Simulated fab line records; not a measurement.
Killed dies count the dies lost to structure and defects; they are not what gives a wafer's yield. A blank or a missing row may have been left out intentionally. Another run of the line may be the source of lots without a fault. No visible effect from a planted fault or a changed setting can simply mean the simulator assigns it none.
fab line records	flow berkeley_cmos170
[record] lots = 5	wafers = 23
route steps=331 shown START@3 NWELL@21 PWELL@39 ACTIVE@62 SCREENOX@101 NVT@111 PVT@116
start_h: start of the lot's first displayed wafer, in hours after the record's first day	wait_h: hours from the lot's prior step to this one	" the same as in the row above	L1.1+2: one row covering several wafers at once	- no value present, or no start provided	* or withheld: withheld	< > ~ a bound
route shown NAME@n: NAME is a module with steps in the file, n the number in the route of the first one	usual: mean/standard deviation taken from wafers without a fault	same: alike in all rows	chamber/n: place in a boat	sites: each site's reading	_std_site: standard deviation across them	_edge_site: mean of outer sites minus mean of inner sites	radius_mm: for every site, how far away it sits from the centre of the wafer	mask NAME#n: copy n	behind: the most recent tool/chamber to have shaped the wafer	hold: why the lot went on hold/how many hours it stayed there/how the hold came to an end	device: transistor that didn't switch, given as n, p or np	end of line: at the end of the route, the tests of the same wafers	where a step has no rows: the recipe by itself	killed: the dies lost at the first sort to structure and to defects; this is not the yield of the wafer	map: dies across one wafer; x = killed, . = not, _ = none there
set.NAME: the setting as run; set.NAME@STEP: as run at that earlier step	model.NAME: the simulator's own value behind a step, which no gauge read
one table per step and one row per wafer, for lots whose settings were changed on purpose
[[steps]]
[step UCB170_START_OXIDATION_02]
[recipe] temp_c = 950	ambient = O2	target_thk_a = 200	ox_time_s = 1800
lot.wafer	tool	chamber	start_h	wait_h	set.temp_c	model.SiO2_of_START_OXIDATION_02.thk_nm
L075.1	-	-	-	4.3	936.9	17.38
L075.2	"	-	"	"	936.9	17.05
L075.3	"	-	"	"	936.9	17.36
L075.4	"	-	"	"	936.9	17.5
L075.6	"	-	"	"	936.9	17.14
L078.1	-	-	-	3.6	962.7	23.24
L078.2	"	-	"	"	962.7	23.48
L078.3	"	-	"	"	962.7	23.3
L078.5	"	-	"	"	962.7	23.6
L078.6	"	-	"	"	962.7	23.42
L080.1	-	-	-	1.4	926.8	16.03
L080.2	"	-	"	"	926.8	16
L080.4	"	-	"	"	926.8	16.48
L080.5	"	-	"	"	926.8	15.84
L080.6	"	-	"	"	926.8	16.42
L082.2	furnace-02	0	53.33	3.2	950	19.44
L082.3	"	0	"	"	950	19.55
L082.6	"	0	"	"	950	19.54
L085.2	-	-	-	3.7	976.6	25.89
L085.3	"	-	"	"	976.6	26.28
L085.4	"	-	"	"	976.6	25.87
L085.5	"	-	"	"	976.6	25.75
L085.6	"	-	"	"	976.6	26.03
[step UCB170_START_THK_MEAS_03]
[recipe] reads = SiO2_of_START_OXIDATION_02
[usual] START_OXIDE_THK = 20.3/0.35
lot.wafer	tool	chamber	start_h	wait_h	set.temp_c@START_OXIDATION_02	START_OXIDE_THK[nm]
L075.1	film_metro-04	-	-	-	936.9	17.4
L075.2	"	-	"	"	936.9	17.1
L075.3	"	-	"	"	936.9	17.3
L075.4	"	-	"	"	936.9	17.5
L075.6	"	-	"	"	936.9	17.1
L078.1	film_metro-01	-	-	-	962.7	23.2
L078.2	"	-	"	"	962.7	23.5
L078.3	"	-	"	"	962.7	23.3
L078.5	"	-	"	"	962.7	23.5
L078.6	"	-	"	"	962.7	23.4
L080.1	film_metro-04	-	-	-	926.8	16.1
L080.2	"	-	"	"	926.8	16.0
L080.4	"	-	"	"	926.8	16.5
L080.5	"	-	"	"	926.8	15.9
L080.6	"	-	"	"	926.8	16.4
L082.2	film_metro-01	-	54.84	0.0	950	19.5
L082.3	"	-	"	"	950	19.5
L082.6	"	-	"	"	950	19.5
L085.2	film_metro-01	-	-	-	976.6	25.9
L085.3	"	-	"	"	976.6	26.3
L085.4	"	-	"	"	976.6	25.9
L085.5	"	-	"	"	976.6	25.8
L085.6	"	-	"	"	976.6	26.0
[step UCB170_NWELL_COAT_07]
[recipe] resist = KrF	spin_rpm = 1500	resist_thk_nm = 900
lot.wafer	tool	chamber	start_h	wait_h	set.resist_thk_nm	model.KrF_of_NWELL_COAT_07.thk_nm
L075.1	litho_track-03	0	45.55	0.1	882.5	885.4
L075.2	"	0	"	"	900	904.1
L075.3	"	0	"	"	882.5	886.4
L075.4	"	0	"	"	882.5	883.4
L075.6	"	0	"	"	900	903.6
L078.1	litho_track-03	0	55.63	0.1	919.8	920.4
L078.2	"	0	"	"	919.8	922
L078.3	"	0	"	"	900	899.4
L078.5	"	0	"	"	900	898.8
L078.6	"	0	"	"	919.8	917.7
L080.1	litho_track-04	0	63.70	0.1	900	895.2
L080.2	"	0	"	"	900	897
L080.4	"	0	"	"	924	921.5
L080.5	"	0	"	"	924	921.9
L080.6	"	0	"	"	900	894.4
L082.2	litho_track-04	0	75.62	0.1	900	897
L082.3	"	0	"	"	900	898.7
L082.6	"	0	"	"	900	897.7
L085.2	litho_track-03	0	91.18	0.1	940.5	940.4
L085.3	"	0	"	"	900	896.4
L085.4	"	0	"	"	940.5	940.3
L085.5	"	0	"	"	940.5	942.1
L085.6	"	0	"	"	900	901.7
[step UCB170_NWELL_DEVELOP_11]
[recipe] developer = TMAH	develop_time_s = 45	resist = KrF	dev_temp_c = 21
lot.wafer	tool	chamber	start_h	wait_h	set.dev_temp_c
L075.1+6	litho_track-03	0	-	-	22.61
L075.2+3+4	"	0	"	"	21
L078.1+2+3+5+6	litho_track-03	0	-	-	21
L080.1+6	litho_track-01	0	-	-	24.45
L080.2+4+5	"	0	"	"	21
L082.2+3+6	litho_track-03	0	-	-	21
L085.2+3+5	litho_track-03	0	-	-	21
L085.4+6	"	0	"	"	23.57
[step UCB170_NWELL_ETCH_13]
[recipe] chemistry = CH3F/Ar/O2	target = Si3N4	stop_on = SiO2	CH3F_flow_sccm = 20	Ar_flow_sccm = 50	O2_flow_sccm = 7	pressure_mtorr = 50	rf_w = 450	target_depth_a = 2464	over_etch_frac = 0.1	time_s = 154
lot.wafer	tool	chamber	start_h	wait_h	set.resist_thk_nm@NWELL_COAT_07	model.KrF_of_NWELL_COAT_07.thk_nm
L075.1	rie_diel-01	2	46.89	0.0	882.5	705
L075.2	"	1	"	"	900	726.1
L075.3	"	3	"	"	882.5	704.7
L075.4	"	0	"	"	882.5	703
L075.6	"	3	"	"	900	722.1
L078.1	rie_diel-01	3	57.14	0.0	919.8	738.2
L078.2	"	0	"	"	919.8	741.1
L078.3	"	1	"	"	900	720.7
L078.5	"	2	"	"	900	716.9
L078.6	"	1	"	"	919.8	738.8
L080.1	rie_diel-01	1	65.04	0.0	900	717.3
L080.2	"	0	"	"	900	715.3
L080.4	"	3	"	"	924	739.1
L080.5	"	0	"	"	924	740.6
L080.6	"	1	"	"	900	716.8
L082.2	rie_diel-02	1	76.84	0.0	900	719.5
L082.3	"	3	"	"	900	721.5
L082.6	"	3	"	"	900	721.3
L085.2	rie_diel-02	2	92.23	0.0	940.5	763.5
L085.3	"	1	"	"	900	722.6
L085.4	"	3	"	"	940.5	764.9
L085.5	"	0	"	"	940.5	761.8
L085.6	"	3	"	"	900	727.3
[step UCB170_NWELL_IMPLANT_14]
[recipe] species = P	dose_cm2 = 1.018e+13	energy_kev = 150	tilt_deg = 7
[step UCB170_NWELL_STRIP_15]
[recipe] chemistry = O2	power_w = 400	pressure_mtorr = 3500	platen_temp_c = withheld	o2_flow_sccm = 400	overash_fraction = 0.5
[usual] strip_time_to_endpoint_s = 18.01/0.1
lot.wafer	tool	chamber	start_h	wait_h	set.resist_thk_nm@NWELL_COAT_07	strip_time_to_endpoint_s
L075.1	plasma_asher-04	1	47.14	0.1	882.5	17.62
L075.2	"	0	"	"	900	18.15
L075.3	"	1	"	"	882.5	17.61
L075.4	"	0	"	"	882.5	17.56
L075.6	"	0	"	"	900	18.03
L078.1	plasma_asher-04	1	57.39	0.1	919.8	18.40
L078.2	"	0	"	"	919.8	18.49
L078.3	"	1	"	"	900	18.00
L078.5	"	0	"	"	900	17.91
L078.6	"	1	"	"	919.8	18.44
L080.1	plasma_asher-01	1	65.29	0.1	900	17.91
L080.2	"	0	"	"	900	17.85
L080.4	"	0	"	"	924	18.43
L080.5	"	1	"	"	924	18.48
L080.6	"	0	"	"	900	17.89
L082.2	plasma_asher-02	0	77.10	0.1	900	17.98
L082.3	"	1	"	"	900	18.00
L082.6	"	0	"	"	900	18.02
L085.2	plasma_asher-02	0	92.49	0.1	940.5	19.04
L085.3	"	0	"	"	900	18.05
L085.4	"	1	"	"	940.5	19.05
L085.5	"	0	"	"	940.5	18.96
L085.6	"	1	"	"	900	18.16
[step UCB170_PWELL_CVD_05]
[recipe] material = Si3N4	target_thk_nm = 220	temp_c = 800	precursor = SiH2Cl2/NH3	time_s = 3300	pressure_mtorr = 200	sih2cl2_flow_sccm = 25	nh3_flow_sccm = 75
lot.wafer	tool	chamber	start_h	wait_h	set.temp_c	model.Si3N4_of_PWELL_CVD_05.thk_nm
L075.1	-	-	-	0.0	786.1	171.6
L075.2	"	-	"	"	786.1	172.1
L075.3	"	-	"	"	786.1	170.6
L075.4	"	-	"	"	786.1	172.3
L075.6	"	-	"	"	786.1	173.3
L078.1	-	-	-	0.1	800	221.5
L078.2	"	-	"	"	800	224.1
L078.3	"	-	"	"	800	224.9
L078.5	"	-	"	"	800	225
L078.6	"	-	"	"	800	223.9
L080.1	-	-	-	0.0	800	228.4
L080.2	"	-	"	"	800	227.2
L080.4	"	-	"	"	800	227.1
L080.5	"	-	"	"	800	226.7
L080.6	"	-	"	"	800	228.6
L082.2	lpcvd-02	1	91.90	0.0	800	219.5
L082.3	"	1	"	"	800	221.3
L082.6	"	1	"	"	800	221.7
L085.2	-	-	-	1.0	791.7	187.3
L085.3	"	-	"	"	791.7	189.8
L085.4	"	-	"	"	791.7	189.5
L085.5	"	-	"	"	791.7	189.4
L085.6	"	-	"	"	791.7	189
[step UCB170_PWELL_THK_MEAS_06]
[recipe] reads = Si3N4_of_PWELL_CVD_05
[usual] PWELL_NITRIDE_THK = 222.5/2.6
lot.wafer	tool	chamber	start_h	wait_h	set.temp_c@PWELL_CVD_05	PWELL_NITRIDE_THK[nm]
L075.1	film_metro-01	-	-	-	786.1	171.7
L075.2	"	-	"	"	786.1	172.0
L075.3	"	-	"	"	786.1	170.7
L075.4	"	-	"	"	786.1	172.2
L075.6	"	-	"	"	786.1	173.2
L078.1	film_metro-02	-	-	-	800	221.5
L078.2	"	-	"	"	800	224.2
L078.3	"	-	"	"	800	224.9
L078.5	"	-	"	"	800	225.0
L078.6	"	-	"	"	800	224.0
L080.1	film_metro-04	-	-	-	800	228.4
L080.2	"	-	"	"	800	227.3
L080.4	"	-	"	"	800	227.1
L080.5	"	-	"	"	800	226.8
L080.6	"	-	"	"	800	228.5
L082.2	film_metro-02	-	93.83	0.0	800	219.5
L082.3	"	-	"	"	800	221.3
L082.6	"	-	"	"	800	221.6
L085.2	film_metro-01	-	-	-	791.7	187.3
L085.3	"	-	"	"	791.7	189.9
L085.4	"	-	"	"	791.7	189.4
L085.5	"	-	"	"	791.7	189.4
L085.6	"	-	"	"	791.7	189.0
[step UCB170_PWELL_ETCH_14]
[recipe] chemistry = CH3F/Ar/O2	target = Si3N4	stop_on = SiO2	CH3F_flow_sccm = 20	Ar_flow_sccm = 50	O2_flow_sccm = 7	pressure_mtorr = 50	rf_w = 450	target_depth_a = 2420	over_etch_frac = 0.1	time_s = 151
[usual] oes_product_au = 0.943/0.018
lot.wafer	tool	chamber	start_h	wait_h	set.time_s	set.temp_c@PWELL_CVD_05	oes_product_au	model.etch.depth_nm	model.KrF_of_PWELL_COAT_08.thk_nm
L075.1	rie_diel-04	3	64.97	0.0	151	786.1	0.798	171.6	729.4
L075.2	"	1	"	"	151	786.1	0.801	172.1	729.9
L075.3	"	0	"	"	151	786.1	0.829	170.6	721.4
L075.4	"	1	"	"	166.7	786.1	0.791	172.3	711.2
L075.6	"	0	"	"	166.7	786.1	0.833	173.3	705.3
L078.1	rie_diel-03	3	76.57	0.0	169.7	800	0.908	221.5	713.1
L078.2	"	0	"	"	151	800	0.969	224.1	720.3
L078.3	"	1	"	"	169.7	800	0.939	224.9	714
L078.5	"	2	"	"	151	800	0.943	225	724.6
L078.6	"	1	"	"	151	800	0.954	223.9	731.1
L080.1	rie_diel-02	2	87.66	0.0	151	800	0.956	228.4	722.8
L080.2	"	3	"	"	151	800	0.962	227.2	725
L080.4	"	0	"	"	161.4	800	0.938	227.1	704.2
L080.5	"	3	"	"	161.4	800	0.966	226.7	712.8
L080.6	"	2	"	"	161.4	800	0.955	228.6	711.7
L082.2	rie_diel-03	0	94.76	0.0	151	800	0.968	219.5	725.5
L082.3	"	1	"	"	151	800	0.945	221.3	733.4
L082.6	"	1	"	"	151	800	0.939	221.7	730
L085.2	rie_diel-02	0	111.64	0.0	136.1	791.7	0.884	187.3	738.4
L085.3	"	1	"	"	151	791.7	0.852	189.8	728.2
L085.4	"	2	"	"	151	791.7	0.862	189.5	726.8
L085.5	"	3	"	"	151	791.7	0.876	189.4	726.8
L085.6	"	0	"	"	136.1	791.7	0.895	189	737.7
[step UCB170_PWELL_IMPLANT_15]
[recipe] species = B	dose_cm2 = 5.069e+12	energy_kev = 60	tilt_deg = 7
[step UCB170_PWELL_STRIP_16]
[recipe] chemistry = O2	power_w = 400	pressure_mtorr = 3500	platen_temp_c = withheld	o2_flow_sccm = 400	overash_fraction = 0.5
[usual] strip_time_to_endpoint_s = 18.14/0.1
lot.wafer	tool	chamber	start_h	wait_h	set.time_s@PWELL_ETCH_14	strip_time_to_endpoint_s
L075.1	plasma_asher-02	0	65.22	0.1	151	18.20
L075.2	"	1	"	"	151	18.22
L075.3	"	1	"	"	151	18.01
L075.4	"	0	"	"	166.7	17.77
L075.6	"	0	"	"	166.7	17.62
L078.1	plasma_asher-01	1	76.82	0.1	169.7	17.82
L078.2	"	0	"	"	151	17.98
L078.3	"	1	"	"	169.7	17.83
L078.5	"	0	"	"	151	18.09
L078.6	"	1	"	"	151	18.24
L080.1	plasma_asher-02	1	87.91	0.1	151	18.04
L080.2	"	0	"	"	151	18.10
L080.4	"	1	"	"	161.4	17.60
L080.5	"	1	"	"	161.4	17.81
L080.6	"	0	"	"	161.4	17.78
L082.2	plasma_asher-01	0	95.01	0.1	151	18.10
L082.3	"	1	"	"	151	18.31
L082.6	"	0	"	"	151	18.22
L085.2	plasma_asher-03	0	111.89	0.1	136.1	18.41
L085.3	"	0	"	"	151	18.17
L085.4	"	1	"	"	151	18.13
L085.5	"	0	"	"	151	18.15
L085.6	"	1	"	"	136.1	18.41
[step UCB170_ACTIVE_OXIDATION_02]
[recipe] temp_c = 1000	ambient = O2	target_thk_a = 264	ox_time_s = 1260
lot.wafer	tool	chamber	start_h	wait_h	set.temp_c	model.SiO2_of_ACTIVE_OXIDATION_02.thk_nm
L075.1+3	-	-	-	3.4	1015	29.87
L075.2	"	-	"	"	1015	29.76
L075.4	"	-	"	"	1015	30.08
L075.6	"	-	"	"	1015	30.11
L078.1	-	-	-	5.0	973.4	20.22
L078.2	"	-	"	"	973.4	20.25
L078.3	"	-	"	"	973.4	20.16
L078.5	"	-	"	"	973.4	19.96
L078.6	"	-	"	"	973.4	20.37
L080.1+4	-	-	-	3.3	976.8	21.27
L080.2	"	-	"	"	976.8	21.11
L080.5	"	-	"	"	976.8	21.04
L080.6	"	-	"	"	976.8	21.3
L082.2	furnace-02	0	116.98	3.8	1000	26.62
L082.3	"	0	"	"	1000	26.36
L082.6	"	0	"	"	1000	26.4
L085.2	-	-	-	9.7	987.7	22.61
L085.3	"	-	"	"	987.7	22.22
L085.4	"	-	"	"	987.7	22.53
L085.5	"	-	"	"	987.7	22.28
L085.6	"	-	"	"	987.7	22.23
[step UCB170_ACTIVE_THK_MEAS_03]
[recipe] reads = SiO2_of_ACTIVE_OXIDATION_02
[usual] ACTIVE_OXIDE_THK = 26.3/0.52
lot.wafer	tool	chamber	start_h	wait_h	set.temp_c@ACTIVE_OXIDATION_02	ACTIVE_OXIDE_THK[nm]
L075.1	film_metro-04	-	-	-	1015	29.8
L075.2	"	-	"	"	1015	29.7
L075.3	"	-	"	"	1015	29.9
L075.4	"	-	"	"	1015	30.1
L075.6	"	-	"	"	1015	30.1
L078.1	film_metro-04	-	-	-	973.4	20.2
L078.2	"	-	"	"	973.4	20.3
L078.3	"	-	"	"	973.4	20.2
L078.5	"	-	"	"	973.4	20.0
L078.6	"	-	"	"	973.4	20.4
L080.1	film_metro-04	-	-	-	976.8	21.2
L080.2	"	-	"	"	976.8	21.1
L080.4	"	-	"	"	976.8	21.3
L080.5	"	-	"	"	976.8	21.0
L080.6	"	-	"	"	976.8	21.3
L082.2	film_metro-01	-	118.34	0.0	1000	26.6
L082.3	"	-	"	"	1000	26.4
L082.6	"	-	"	"	1000	26.4
L085.2	film_metro-04	-	-	-	987.7	22.5
L085.3	"	-	"	"	987.7	22.2
L085.4	"	-	"	"	987.7	22.5
L085.5	"	-	"	"	987.7	22.3
L085.6	"	-	"	"	987.7	22.2
[step UCB170_SCREENOX_OXIDATION_01]
[recipe] temp_c = 900	ambient = O2	target_thk_a = 144	ox_time_s = 2400
lot.wafer	tool	chamber	start_h	wait_h	set.temp_c	model.SiO2_of_SCREENOX_OXIDATION_01.thk_nm
L075.1	-	-	-	5.6	900	13.88
L075.2	"	-	"	"	900	13.92
L075.3	"	-	"	"	900	14.09
L075.4	"	-	"	"	900	13.86
L075.6	"	-	"	"	900	14.24
L078.1	-	-	-	3.7	877.7	11.69
L078.2	"	-	"	"	877.7	11.55
L078.3	"	-	"	"	877.7	11.54
L078.5	"	-	"	"	877.7	11.65
L078.6	"	-	"	"	877.7	11.62
L080.1	-	-	-	3.1	900	14.51
L080.2	"	-	"	"	900	14.54
L080.4+6	"	-	"	"	900	14.65
L080.5	"	-	"	"	900	14.39
L082.2	furnace-04	0	157.79	2.4	900	14.27
L082.3	"	0	"	"	900	14.3
L082.6	"	0	"	"	900	14.22
L085.2+4	-	-	-	4.0	881.1	11.53
L085.3	"	-	"	"	881.1	11.4
L085.5	"	-	"	"	881.1	11.61
L085.6	"	-	"	"	881.1	11.47
[step UCB170_SCREENOX_THK_MEAS_02]
[recipe] reads = SiO2_of_SCREENOX_OXIDATION_01
[usual] SCREENOX_OXIDE_THK = 14.36/0.23
lot.wafer	tool	chamber	start_h	wait_h	set.temp_c@SCREENOX_OXIDATION_01	SCREENOX_OXIDE_THK[nm]
L075.1	film_metro-03	-	-	-	900	13.86
L075.2	"	-	"	"	900	13.94
L075.3	"	-	"	"	900	14.10
L075.4	"	-	"	"	900	13.81
L075.6	"	-	"	"	900	14.23
L078.1	film_metro-01	-	-	-	877.7	11.71
L078.2	"	-	"	"	877.7	11.56
L078.3	"	-	"	"	877.7	11.52
L078.5	"	-	"	"	877.7	11.70
L078.6	"	-	"	"	877.7	11.65
L080.1	film_metro-01	-	-	-	900	14.59
L080.2	"	-	"	"	900	14.52
L080.4	"	-	"	"	900	14.67
L080.5	"	-	"	"	900	14.35
L080.6	"	-	"	"	900	14.66
L082.2	film_metro-03	-	159.47	0.0	900	14.30
L082.3	"	-	"	"	900	14.34
L082.6	"	-	"	"	900	14.27
L085.2	film_metro-03	-	-	-	881.1	11.53
L085.3	"	-	"	"	881.1	11.41
L085.4	"	-	"	"	881.1	11.51
L085.5	"	-	"	"	881.1	11.60
L085.6	"	-	"	"	881.1	11.46
[step UCB170_NVT_IMPLANT_07]
[recipe] species = BF2	dose_cm2 = 3e+12	energy_kev = 50	tilt_deg = 7
lot.wafer	tool	chamber	start_h	wait_h	set.energy_kev	model.implant.rp_nm	model.implant.drp_nm
L075.1+2+4	implanter-04	0	141.30	0.0	48.26	35.97	18.1
L075.3+6	"	0	"	"	50	37.25	18.57
L078.1+2+3+5+6	implanter-03	0	151.95	0.0	50	38.33	18.57
L080.1+4	implanter-03	0	155.30	0.0	52.8	40.55	19.32
L080.2+5+6	"	0	"	"	50	38.42	18.57
L082.2+3+6	implanter-04	0	163.06	0.0	50	36.6	18.57
L085.2+5	implanter-04	0	182.70	0.0	50	37.25	18.57
L085.3+4+6	"	0	"	"	47.09	35.11	17.79
[step UCB170_PVT_COAT_01]
[recipe] resist = KrF	spin_rpm = 1500	resist_thk_nm = 900
lot.wafer	tool	chamber	start_h	wait_h	set.spin_rpm	model.KrF_of_PVT_COAT_01.thk_nm
L075.1	litho_track-03	0	142.34	0.1	1411	927.2
L075.2	"	0	"	"	1500	900.3
L075.3	"	0	"	"	1411	925.9
L075.4	"	0	"	"	1500	898.8
L075.6	"	0	"	"	1500	899.9
L078.1	litho_track-03	0	153.61	0.1	1500	899.7
L078.2	"	0	"	"	1531	887.3
L078.3	"	0	"	"	1531	889.8
L078.5	"	0	"	"	1500	898.3
L078.6	"	0	"	"	1500	896.4
L080.1	litho_track-03	0	156.51	0.1	1612	863.9
L080.2	"	0	"	"	1500	896.2
L080.4	"	0	"	"	1612	866.7
L080.5	"	0	"	"	1612	865
L080.6	"	0	"	"	1500	897.8
L082.2	litho_track-04	0	164.00	0.1	1500	904.3
L082.3	"	0	"	"	1500	903.6
L082.6	"	0	"	"	1500	902.6
L085.2	litho_track-02	0	184.39	0.1	1500	900.8
L085.3	"	0	"	"	1391	935.6
L085.4	"	0	"	"	1500	902.1
L085.5	"	0	"	"	1391	936
L085.6	"	0	"	"	1391	933
[step UCB170_PVT_SOFTBAKE_02]
[recipe] resist = KrF	temp_c = 130	time_s = 60
[step UCB170_PVT_EXPOSE_03]
[recipe] mask_id = NWELL	target_cd_nm = 3000	na = 0.5	sigma_outer = 0.6	source_shape = conventional	dose_mj = 30
[step UCB170_PVT_IMPLANT_07]
[recipe] species = P	dose_cm2 = 2e+12	energy_kev = 30	tilt_deg = 7
[step UCB170_PVT_STRIP_08]
[recipe] chemistry = O2	power_w = 400	pressure_mtorr = 3500	platen_temp_c = withheld	o2_flow_sccm = 400	overash_fraction = 0.5
[usual] strip_time_to_endpoint_s = 21.64/0.055
lot.wafer	tool	chamber	start_h	wait_h	set.spin_rpm@PVT_COAT_01	strip_time_to_endpoint_s
L075.1	plasma_asher-01	1	143.55	0.1	1411	22.27
L075.2	"	0	"	"	1500	21.63
L075.3	"	1	"	"	1411	22.25
L075.4	"	0	"	"	1500	21.58
L075.6	"	0	"	"	1500	21.64
L078.1	plasma_asher-02	1	155.72	0.1	1500	21.62
L078.2	"	0	"	"	1531	21.34
L078.3	"	0	"	"	1531	21.39
L078.5	"	1	"	"	1500	21.60
L078.6	"	0	"	"	1500	21.51
L080.1	plasma_asher-03	0	157.55	0.1	1612	20.77
L080.2	"	1	"	"	1500	21.53
L080.4	"	1	"	"	1612	20.83
L080.5	"	1	"	"	1612	20.78
L080.6	"	0	"	"	1500	21.55
L082.2	plasma_asher-02	1	165.12	0.1	1500	21.72
L082.3	"	1	"	"	1500	21.71
L082.6	"	1	"	"	1500	21.70
L085.2	plasma_asher-03	0	185.77	0.1	1500	21.64
L085.3	"	1	"	"	1391	22.47
L085.4	"	0	"	"	1500	21.69
L085.5	"	1	"	"	1391	22.49
L085.6	"	0	"	"	1391	22.41
[[key]]
[split] step = UCB170_START_OXIDATION_02	setting = temp_c	stated = 950	by = lot
[response] step = UCB170_START_OXIDATION_02	reading = model.SiO2_of_START_OXIDATION_02.thk_nm	change = +1.96	per = 1%	r = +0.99
[response] step = UCB170_START_THK_MEAS_03	reading = START_OXIDE_THK	change = +1.96	per = 1%	r = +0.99
[split] step = UCB170_NWELL_COAT_07	setting = resist_thk_nm	stated = 900	by = wafer
[response] step = UCB170_NWELL_COAT_07	reading = model.KrF_of_NWELL_COAT_07.thk_nm	change = +9.47	per = 1%	r = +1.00
[response] step = UCB170_NWELL_ETCH_13	reading = model.KrF_of_NWELL_COAT_07.thk_nm	change = +8.87	per = 1%	r = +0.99
[response] step = UCB170_NWELL_STRIP_15	reading = strip_time_to_endpoint_s	change = *	per = 1%	r = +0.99
[split] step = UCB170_NWELL_DEVELOP_11	setting = dev_temp_c	stated = 21	by = wafer
response none clear
[split] step = UCB170_PWELL_CVD_05	setting = temp_c	stated = 800	by = lot
[response] step = UCB170_PWELL_CVD_05	reading = model.Si3N4_of_PWELL_CVD_05.thk_nm	change = +31	per = 1%	r = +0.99
[response] step = UCB170_PWELL_THK_MEAS_06	reading = PWELL_NITRIDE_THK	change = +31.1	per = 1%	r = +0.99
[response] step = UCB170_PWELL_ETCH_14	reading = oes_product_au	change = +0.0788	per = 1%	r = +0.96
[response] step = UCB170_PWELL_ETCH_14	reading = model.etch.depth_nm	change = +31	per = 1%	r = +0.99
[split] step = UCB170_PWELL_ETCH_14	setting = time_s	stated = 151	by = wafer
[response] step = UCB170_PWELL_ETCH_14	reading = model.KrF_of_PWELL_COAT_08.thk_nm	change = -1.34	per = 1%	r = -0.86
[response] step = UCB170_PWELL_STRIP_16	reading = strip_time_to_endpoint_s	change = *	per = 1%	r = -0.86
[split] step = UCB170_ACTIVE_OXIDATION_02	setting = temp_c	stated = 1000	by = lot
[response] step = UCB170_ACTIVE_OXIDATION_02	reading = model.SiO2_of_ACTIVE_OXIDATION_02.thk_nm	change = +2.34	per = 1%	r = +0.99
[response] step = UCB170_ACTIVE_THK_MEAS_03	reading = ACTIVE_OXIDE_THK	change = +2.33	per = 1%	r = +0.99
[split] step = UCB170_SCREENOX_OXIDATION_01	setting = temp_c	stated = 900	by = lot
[response] step = UCB170_SCREENOX_OXIDATION_01	reading = model.SiO2_of_SCREENOX_OXIDATION_01.thk_nm	change = +1.17	per = 1%	r = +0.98
[response] step = UCB170_SCREENOX_THK_MEAS_02	reading = SCREENOX_OXIDE_THK	change = +1.17	per = 1%	r = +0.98
[split] step = UCB170_NVT_IMPLANT_07	setting = energy_kev	stated = 50	by = wafer
[response] step = UCB170_NVT_IMPLANT_07	reading = model.implant.rp_nm	change = +0.373	per = 1%	r = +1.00
[response] step = UCB170_NVT_IMPLANT_07	reading = model.implant.drp_nm	change = +0.134	per = 1%	r = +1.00
[split] step = UCB170_PVT_COAT_01	setting = spin_rpm	stated = 1500	by = wafer
[response] step = UCB170_PVT_COAT_01	reading = model.KrF_of_PVT_COAT_01.thk_nm	change = -4.46	per = 1%	r = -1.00
[response] step = UCB170_PVT_STRIP_08	reading = strip_time_to_endpoint_s	change = *	per = 1%	r = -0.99
